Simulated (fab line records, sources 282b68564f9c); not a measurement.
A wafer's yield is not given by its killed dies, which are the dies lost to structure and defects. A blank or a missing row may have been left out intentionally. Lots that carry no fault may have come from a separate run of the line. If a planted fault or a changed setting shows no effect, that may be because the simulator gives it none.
fab line records + flow ritCmos
record
- lots=14
- wafers=42
- lastDay=7
route steps=202 shown ACTIVE@4
lots that met no fault: taken from a fault-free run of the same line
startH: start of the lot's first displayed wafer, in hours after the record's first day + waitH: hours elapsed since this lot's preceding step + " identical to the entry in the row above + L1.1+2: several wafers, shown together as one row + - either no value or no given start + * or withheld: withheld + < > ~ a bound
route shown NAME@n: NAME is a module with steps in the file, n the number in the route of the first one + usual: the fault-free wafers' mean and standard deviation + same: alike in all rows + chamber/n: place in a boat + sites: per-site readings + _std_site: the values' standard deviation + _edge_site: mean of outer sites minus mean of inner sites + radiusMm: how far each site lies from the wafer's centre + mask NAME#n: copy n + behind: the most recent tool/chamber to have shaped the wafer + hold: cause of the lot's hold/its duration in hours/its outcome + device: which transistor (n, p or np) failed to switch + end of line: the tests these same wafers got at the end of their route + a step given without rows: its recipe and nothing more + killed: at the first sort, the dies lost to defects and structure; wafer yield is something else + map: per-die view of a wafer (x killed, . not killed, _ where there is no die)
set.NAME: the run value of the setting; set.NAME@STEP: its run value at that earlier step + model.NAME: the simulator's own value behind a step, which no gauge read
one table for each step of the route and one row for each wafer, over a sample of lots
services: a tool's chamber out of use, with start hour (startH, from the record's first day; less than 0 if before it), hours out, and reason
## steps
# step RIT_ACTIVE_CVD_03
# recipe
- material=Si3N4
- targetThkNm=150
- tempC=810
- precursor=SiH2Cl2/NH3
- timeS=1500
- pressureMtorr=300
- sih2cl2FlowSccm=60
- nh3FlowSccm=150
# usual
- sih2cl2FlowSccm=60.02/0.17
| lot.wafer | tool     | chamber | startH | waitH | sih2cl2FlowSccm |
|-----------|----------|---------|--------|-------|-----------------|
| L608.1    | lpcvd-01 | 1       | 13.47  | 1.4   | 60.15           |
| L608.2    | "        | 1       | "      | "     | 60.18           |
| L608.5    | "        | 1       | "      | "     | 60.40           |
| L609.2    | lpcvd-02 | 0       | 17.11  | 0.0   | 59.93           |
| L609.3    | "        | 0       | "      | "     | 60.06           |
| L609.5    | "        | 0       | "      | "     | 59.96           |
| L611.2    | lpcvd-02 | 0       | 27.11  | 0.0   | 59.76           |
| L611.3    | "        | 0       | "      | "     | 59.91           |
| L611.5    | "        | 0       | "      | "     | 60.26           |
| L612.1    | lpcvd-01 | 0       | 32.11  | 0.1   | 60.02           |
| L612.3    | "        | 0       | "      | "     | 60.09           |
| L612.4    | "        | 0       | "      | "     | 59.71           |
| L613.1    | lpcvd-02 | 1       | 37.11  | 0.1   | 59.84           |
| L613.4    | "        | 1       | "      | "     | 60.06           |
| L613.6    | "        | 1       | "      | "     | 59.71           |
| L614.2    | lpcvd-01 | 1       | 42.11  | 0.0   | 60.07           |
| L614.4    | "        | 1       | "      | "     | 60.14           |
| L614.6    | "        | 1       | "      | "     | 59.92           |
| L615.1    | lpcvd-02 | 0       | 47.11  | 0.1   | 59.97           |
| L615.4    | "        | 0       | "      | "     | 59.86           |
| L615.6    | "        | 0       | "      | "     | 60.29           |
| L617.1    | lpcvd-02 | 0       | 57.11  | 0.1   | 60.12           |
| L617.4    | "        | 0       | "      | "     | 60.09           |
| L617.5    | "        | 0       | "      | "     | 60.15           |
| L618.1    | lpcvd-01 | 1       | 62.11  | 0.1   | 60.19           |
| L618.3    | "        | 1       | "      | "     | 60.09           |
| L618.5    | "        | 1       | "      | "     | 60.30           |
| L620.3    | lpcvd-01 | 1       | 72.56  | 0.0   | 59.99           |
| L620.4    | "        | 1       | "      | "     | 59.66           |
| L620.5    | "        | 1       | "      | "     | 60.07           |
| L620.3    | lpcvd-02 | 1       | 75.93  | 1.9   | 60.02           |
| L620.4    | "        | 1       | "      | "     | 59.89           |
| L620.5    | "        | 1       | "      | "     | 59.94           |
| L621.2    | lpcvd-02 | 1       | 77.11  | 0.0   | 59.88           |
| L621.3    | "        | 1       | "      | "     | 59.84           |
| L621.5    | "        | 1       | "      | "     | 59.89           |
| L621.2    | lpcvd-01 | 1       | 79.90  | 1.4   | 60.15           |
| L621.3    | "        | 1       | "      | "     | 60.02           |
| L621.5    | "        | 1       | "      | "     | 60.03           |
| L628.2    | lpcvd-02 | 0       | 112.11 | 0.0   | 59.97           |
| L628.3    | "        | 0       | "      | "     | 59.94           |
| L628.4    | "        | 0       | "      | "     | 60.08           |
| L629.2    | lpcvd-01 | 1       | 117.11 | 0.0   | 60.06           |
| L629.3    | "        | 1       | "      | "     | 60.08           |
| L629.4    | "        | 1       | "      | "     | 60.07           |
| L630.1    | lpcvd-02 | 0       | 122.11 | 0.1   | 60.40           |
| L630.3    | "        | 0       | "      | "     | 60.24           |
| L630.5    | "        | 0       | "      | "     | 59.89           |
# step RIT_ACTIVE_THK_MEAS_04
# recipe
- reads=Si3N4_of_ACTIVE_CVD_03
# usual
- ACTIVE_NITRIDE_THK=150.4/1.2
| lot.wafer | tool         | chamber | startH | waitH | ACTIVE_NITRIDE_THK[nm] |
|-----------|--------------|---------|--------|-------|------------------------|
| L608.1    | filmMetro-01 | -       | 14.89  | 0.0   | 151.1                  |
| L608.2    | "            | -       | "      | "     | 150.4                  |
| L608.5    | "            | -       | "      | "     | 149.4                  |
| L609.2    | filmMetro-03 | -       | 19.25  | 0.0   | 150.0                  |
| L609.3    | "            | -       | "      | "     | 150.0                  |
| L609.5    | "            | -       | "      | "     | 150.0                  |
| L611.2    | filmMetro-03 | -       | 28.54  | 0.0   | 151.7                  |
| L611.3    | "            | -       | "      | "     | 150.9                  |
| L611.5    | "            | -       | "      | "     | 150.9                  |
| L612.1    | filmMetro-01 | -       | 33.53  | 0.0   | 151.4                  |
| L612.3    | "            | -       | "      | "     | 151.6                  |
| L612.4    | "            | -       | "      | "     | 149.8                  |
| L613.1    | filmMetro-03 | -       | 38.53  | 0.0   | 150.0                  |
| L613.4    | "            | -       | "      | "     | 149.8                  |
| L613.6    | "            | -       | "      | "     | 150.6                  |
| L614.2    | filmMetro-01 | -       | 43.54  | 0.0   | 153.3                  |
| L614.4    | "            | -       | "      | "     | 152.0                  |
| L614.6    | "            | -       | "      | "     | 151.9                  |
| L615.1    | filmMetro-01 | -       | 48.53  | 0.0   | 150.2                  |
| L615.4    | "            | -       | "      | "     | 150.2                  |
| L615.6    | "            | -       | "      | "     | 149.0                  |
| L617.1    | filmMetro-04 | -       | 58.53  | 0.0   | 149.1                  |
| L617.4    | "            | -       | "      | "     | 150.7                  |
| L617.5    | "            | -       | "      | "     | 150.5                  |
| L618.1    | filmMetro-03 | -       | 63.53  | 0.0   | 149.8                  |
| L618.3    | "            | -       | "      | "     | 150.4                  |
| L618.5    | "            | -       | "      | "     | 151.3                  |
| L620.3    | filmMetro-03 | -       | 77.37  | 0.0   | 301.0                  |
| L620.4    | "            | -       | "      | "     | 300.5                  |
| L620.5    | "            | -       | "      | "     | 302.9                  |
| L621.2    | filmMetro-03 | -       | 81.32  | 0.0   | 303.1                  |
| L621.3    | "            | -       | "      | "     | 301.7                  |
| L621.5    | "            | -       | "      | "     | 302.7                  |
| L628.2    | filmMetro-04 | -       | 114.25 | 0.0   | 146.8                  |
| L628.3    | "            | -       | "      | "     | 147.4                  |
| L628.4    | "            | -       | "      | "     | 148.0                  |
| L629.2    | filmMetro-03 | -       | 118.54 | 0.0   | 150.9                  |
| L629.3    | "            | -       | "      | "     | 150.5                  |
| L629.4    | "            | -       | "      | "     | 150.9                  |
| L630.1    | filmMetro-04 | -       | 123.53 | 0.0   | 149.6                  |
| L630.3    | "            | -       | "      | "     | 150.5                  |
| L630.5    | "            | -       | "      | "     | 151.1                  |
# step RIT_ACTIVE_ETCH_13
# recipe
- stopOn=SiO2
- chemistry=SF6
- target=Si3N4
- timeS=210
- overEtchFrac=0.4
- SF6_flow_sccm=200
- pressureMtorr=260
- rfW=125
- targetDepthA=2100
# usual
- drypumpMotorCurrentA=5.4/0.53
- oesProductAu=0.821/0.013
- rfFwdPowerW=124.6/0.39
- throttleValvePct=7.47/0.082
| lot.wafer | tool       | chamber | startH | waitH | drypumpMotorCurrentA | oesProductAu | rfFwdPowerW | rfHoursCounterH | throttleValvePct |
|-----------|------------|---------|--------|-------|----------------------|--------------|-------------|-----------------|------------------|
| L608.1    | rieDiel-03 | 1       | 16.09  | 0.1   | 4.8                  | 0.832        | 124.5       | 179             | 7.54             |
| L608.2    | "          | 3       | "      | "     | 5.1                  | 0.824        | 124.5       | 42              | 7.53             |
| L608.5    | "          | 1       | "      | "     | 4.8                  | 0.834        | 124.1       | -               | 7.54             |
| L609.2    | rieDiel-04 | 1       | 20.54  | 0.1   | 5.5                  | 0.814        | 124.7       | 153             | 7.49             |
| L609.3    | "          | 0       | "      | "     | 6.4                  | 0.840        | 124.8       | 135             | 7.32             |
| L609.5    | "          | 3       | "      | "     | 5.4                  | 0.832        | 124.3       | -               | 7.45             |
| L611.2    | rieDiel-03 | 3       | 29.71  | 0.1   | 5.1                  | 0.815        | 124.7       | 43              | 7.53             |
| L611.3    | "          | 2       | "      | "     | 4.7                  | 0.816        | 125.1       | 109             | 7.42             |
| L611.5    | "          | 0       | "      | "     | 5.8                  | 0.839        | 125.2       | -               | 7.57             |
| L612.1    | rieDiel-03 | 2       | 34.83  | 0.1   | 4.7                  | 0.818        | 124.8       | 109             | 7.42             |
| L612.3    | "          | 3       | "      | "     | 5.1                  | 0.817        | 124.4       | 43              | 7.52             |
| L612.4    | "          | 0       | "      | "     | 5.8                  | 0.845        | 124.2       | -               | 7.56             |
| L613.1    | rieDiel-03 | 3       | 39.71  | 0.1   | 5.1                  | 0.826        | 124.6       | 43              | 7.53             |
| L613.4    | "          | 3       | "      | "     | 5.1                  | 0.818        | 124.5       | -               | 7.52             |
| L613.6    | "          | 2       | "      | "     | 4.7                  | 0.809        | 124.7       | -               | 7.42             |
| L614.2    | rieDiel-03 | 1       | 44.80  | 0.1   | 4.8                  | 0.803        | 124.2       | 0               | 7.56             |
| L614.4    | "          | 0       | "      | "     | 5.8                  | 0.835        | 124.3       | 1               | 7.55             |
| L614.6    | "          | 3       | "      | "     | 5.1                  | 0.820        | 124.8       | -               | 7.53             |
| L615.1    | rieDiel-04 | 1       | 49.83  | 0.1   | 5.5                  | 0.817        | 125.3       | 154             | 7.48             |
| L615.4    | "          | 2       | "      | "     | 5.7                  | 0.815        | 124.2       | 130             | 7.40             |
| L615.6    | "          | 0       | "      | "     | 6.5                  | 0.833        | 124.6       | -               | 7.32             |
| L617.1    | rieDiel-04 | 3       | 59.82  | 0.1   | 5.4                  | 0.830        | 124.6       | 66              | 7.45             |
| L617.4    | "          | 0       | "      | "     | 6.4                  | 0.838        | 125.1       | 135             | 7.30             |
| L617.5    | "          | 2       | "      | "     | 5.7                  | 0.802        | 124.1       | -               | 7.40             |
| L618.1    | rieDiel-03 | 0       | 64.71  | 0.1   | 5.8                  | 0.831        | 124.3       | 1               | 7.55             |
| L618.3    | "          | 1       | "      | "     | 4.8                  | 0.792        | 124.4       | 0               | 7.53             |
| L618.5    | "          | 2       | "      | "     | 4.7                  | 0.818        | 124.9       | -               | 7.42             |
| L620.3    | rieDiel-04 | 2       | 78.79  | 0.1   | 5.6                  | 0.984        | 124.6       | 130             | 7.41             |
| L620.4    | "          | 1       | "      | "     | 5.4                  | 1.010        | 124.6       | 154             | 7.48             |
| L620.5    | "          | 1       | "      | "     | 5.5                  | 0.998        | 124.9       | -               | 7.49             |
| L621.2    | rieDiel-02 | 0       | 82.97  | 0.1   | 6.4                  | 1.019        | 124.7       | 115             | 7.30             |
| L621.3    | "          | 3       | "      | "     | 5.7                  | 0.964        | 124.7       | 56              | 7.53             |
| L621.5    | "          | 1       | "      | "     | 5.6                  | 1.013        | 125.4       | -               | 7.45             |
| L628.2    | rieDiel-04 | 1       | 115.54 | 0.1   | 5.5                  | 0.813        | 124.7       | 155             | 7.49             |
| L628.3    | "          | 0       | "      | "     | 6.4                  | 0.832        | 125.1       | 136             | 7.33             |
| L628.4    | "          | 3       | "      | "     | 5.4                  | 0.828        | 124.4       | 67              | 7.44             |
| L629.2    | rieDiel-03 | 2       | 119.71 | 0.1   | 4.7                  | 0.802        | 123.7       | 111             | 7.42             |
| L629.3    | "          | 1       | "      | "     | 4.8                  | 0.794        | 124.6       | 2               | 7.54             |
| L629.4    | "          | 3       | "      | "     | 5.1                  | 0.818        | 124.4       | 44              | 7.53             |
| L630.1    | rieDiel-03 | 0       | 124.71 | 0.1   | 5.8                  | 0.832        | 124.8       | 2               | 7.55             |
| L630.3    | "          | 3       | "      | "     | 5.1                  | 0.817        | 125.1       | 44              | 7.53             |
| L630.5    | "          | 3       | "      | "     | 5.1                  | 0.821        | 124.4       | -               | 7.53             |
## services
| tool       | chamber | startH | hours | kind          |
|------------|---------|--------|-------|---------------|
| rieDiel-02 | 2       | -5.73  | 4.0   | repair        |
| rieDiel-03 | 0       | -3.35  | -     | clean         |
| rieDiel-03 | 0       | -3.35  | 21.2  | scheduledDown |
| rieDiel-03 | 0       | -3.35  | 21.2  | ventCycle     |
| lpcvd-01   | -       | 7.44   | 2.8   | pm            |
| rieDiel-03 | 1       | 17.85  | -     | clean         |
| rieDiel-03 | 1       | 17.85  | 24.1  | scheduledDown |
| rieDiel-03 | 1       | 17.85  | 24.1  | ventCycle     |
| rieDiel-04 | -       | 38.62  | 1.4   | repair        |
| rieDiel-04 | -       | 85.46  | 1.3   | repair        |
| rieDiel-04 | 3       | 100.90 | 8.7   | repair        |
| rieDiel-04 | 1       | 121.16 | -     | clean         |
| rieDiel-04 | 1       | 121.16 | 15.9  | scheduledDown |
| rieDiel-04 | 1       | 121.16 | 15.9  | ventCycle     |
## key
firstSign
- step=RIT_ACTIVE_CVD_03
- reading=visit
- direction=added
effect
- step=RIT_ACTIVE_THK_MEAS_04
- reading=ACTIVE_NITRIDE_THK
- direction=up
- sigmas=99+
- usual=150.4
- struck=302.0
effect
- step=RIT_ACTIVE_ETCH_13
- reading=oesProductAu
- direction=up
- sigmas=13
- usual=0.821
- struck=0.998
metAt RIT_ACTIVE_CVD_03
struckLots L620,L621
laterRowsLeftOut L620.3,L620.4,L620.5,L621.2,L621.3,L621.5
sortLeftOut L620.3,L620.4,L620.5,L621.2,L621.3,L621.5
testerLeftOut L620,L621
fault
- kind=repeatedStepWhole
- tool=lpcvd-01,lpcvd-02
- chamber=-
- onsetH=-
- steps=RIT_ACTIVE_CVD_03
- times=1
- scope=struckLotsOnly
# testerLeftOut: of these lots the tester's yield and bins aren't shown, on N5 and GAA mostly nor the transistor test; their killed dies are dies lost to structure and defects alone, not to doping, threshold or leakage, so they don't give the yield
# sortLeftOut: the simulated sort isn't trusted on such a fault, so these wafers' sort isn't shown, and their yield isn't known
# laterRowsLeftOut: the simulator's readings of these wafers behind a module that went badly wrong aren't trusted and aren't shown, but for the sort
